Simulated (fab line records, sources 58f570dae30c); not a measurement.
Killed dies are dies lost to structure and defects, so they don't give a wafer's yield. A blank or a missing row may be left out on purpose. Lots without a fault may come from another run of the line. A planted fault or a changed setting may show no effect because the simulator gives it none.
Split-lot experiment | flow berkeley_cmos170 | 5 lots, 27 wafers read, on a route of 331 steps

THE SPLIT
At UCB170_CONTACT_CVD_01 (deposits PSG from SiH4/O2/PH3, target thk 700 nm, time 2820 s), the setting time_s was moved away from the recipe's 2820 s on 18 of the 27 wafers read, by -17.6% to +56.2%. The other wafers ran this setting at the recipe's value.

FROM THE SPLIT TO THE READING: what the file shows between them, 4 steps
- UCB170_CONTACT_THK_MEAS_02
- UCB170_CONTACT_HMDS_03: prime time 60 s
- UCB170_CONTACT_COAT_04: resist thk 900 nm
- UCB170_CONTACT_ETCH_17: etches BARC in N2/H2

THE READING
oes_product_au, in a.u., at UCB170_CONTACT_ETCH_18 (etches PSG in CHF3/CF4/Ar, stops on TiSi2, target depth 840 nm, time 195 s). Fault-free wafers of this fab line usually give 0.891 a.u., standard deviation 0.013 a.u..

wafer  | tool, chamber at the split | time_s as run, s | against the recipe | oes_product_au, a.u. | against lot-mates on the recipe
L075.2 | lpcvd-02, 1                | 2820             | recipe             | 0.888                | -
L075.3 | lpcvd-02, 1                | 2820             | recipe             | 0.897                | -
L075.4 | lpcvd-02, 1                | 2820             | recipe             | 0.904                | -
L078.1 | -, -                       | 2820             | recipe             | 0.902                | -
L078.2 | -, -                       | 2820             | recipe             | 0.872                | -
L078.3 | -, -                       | 2820             | recipe             | 0.889                | -
L078.4 | -, -                       | 2820             | recipe             | 0.891                | -
L078.5 | -, -                       | 2820             | recipe             | 0.910                | -
L078.6 | -, -                       | 2820             | recipe             | 0.889                | -
L076.1 | -, -                       | 4406             | +56.2%             | 1.006                | no lot-mate on the recipe
L076.2 | -, -                       | 4406             | +56.2%             | 1.007                | no lot-mate on the recipe
L076.3 | -, -                       | 4406             | +56.2%             | 0.987                | no lot-mate on the recipe
L076.4 | -, -                       | 4406             | +56.2%             | 0.977                | no lot-mate on the recipe
L076.5 | -, -                       | 4406             | +56.2%             | 1.016                | no lot-mate on the recipe
L076.6 | -, -                       | 4406             | +56.2%             | 0.994                | no lot-mate on the recipe
L081.1 | -, -                       | 2324             | -17.6%             | 0.813                | no lot-mate on the recipe
L081.2 | -, -                       | 2324             | -17.6%             | 0.801                | no lot-mate on the recipe
L081.3 | -, -                       | 2324             | -17.6%             | 0.784                | no lot-mate on the recipe
L081.4 | -, -                       | 2324             | -17.6%             | 0.821                | no lot-mate on the recipe
L081.5 | -, -                       | 2324             | -17.6%             | 0.803                | no lot-mate on the recipe
L081.6 | -, -                       | 2324             | -17.6%             | 0.806                | no lot-mate on the recipe
L085.1 | -, -                       | 3957             | +40.3%             | 1.014                | no lot-mate on the recipe
L085.2 | -, -                       | 3957             | +40.3%             | 0.989                | no lot-mate on the recipe
L085.3 | -, -                       | 3957             | +40.3%             | 1.004                | no lot-mate on the recipe
L085.4 | -, -                       | 3957             | +40.3%             | 0.989                | no lot-mate on the recipe
L085.5 | -, -                       | 3957             | +40.3%             | 0.995                | no lot-mate on the recipe
L085.6 | -, -                       | 3957             | +40.3%             | 0.989                | no lot-mate on the recipe

THE FIT
A straight line over all 27 wafers: oes_product_au changes by +0.00256 a.u. for each +1% of time_s; r = +0.95; the points scatter about the line by 0.025 a.u..
Too few moved wafers have a lot-mate on the recipe to fit a line with each lot's own level taken away.

THE WHOLE CHAIN: every reading that the file lists as answering this split, in the file's order
step                       | what it does                                                               | reading                                                                       | change (the file's fit)                   | r (the file's)
UCB170_CONTACT_CVD_01      | deposits PSG from SiH4/O2/PH3, target thk 700 nm, time 2820 s              | PSG_of_CONTACT_CVD_01.thk_nm (the simulator's own value, which no gauge read) | +7.17 nm for each +1% of the setting      | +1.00
UCB170_CONTACT_THK_MEAS_02 |                                                                            | CONTACT_PSG_THK                                                               | +7.16 for each +1% of the setting         | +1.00
UCB170_CONTACT_ETCH_18     | etches PSG in CHF3/CF4/Ar, stops on TiSi2, target depth 840 nm, time 195 s | oes_product_au                                                                | +0.00256 a.u. for each +1% of the setting | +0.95
UCB170_CONTACT_ETCH_18     | etches PSG in CHF3/CF4/Ar, stops on TiSi2, target depth 840 nm, time 195 s | CONTACT.feature_depth_nm (the simulator's own value, which no gauge read)     | +3.48 nm for each +1% of the setting      | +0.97
UCB170_CONTACT_ETCH_18     | etches PSG in CHF3/CF4/Ar, stops on TiSi2, target depth 840 nm, time 195 s | etch.depth_nm (the simulator's own value, which no gauge read)                | +3.48 nm for each +1% of the setting      | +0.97

THE FILE'S OWN FIT
oes_product_au changes by +0.00256 a.u. for each +1% of time_s, r = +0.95.
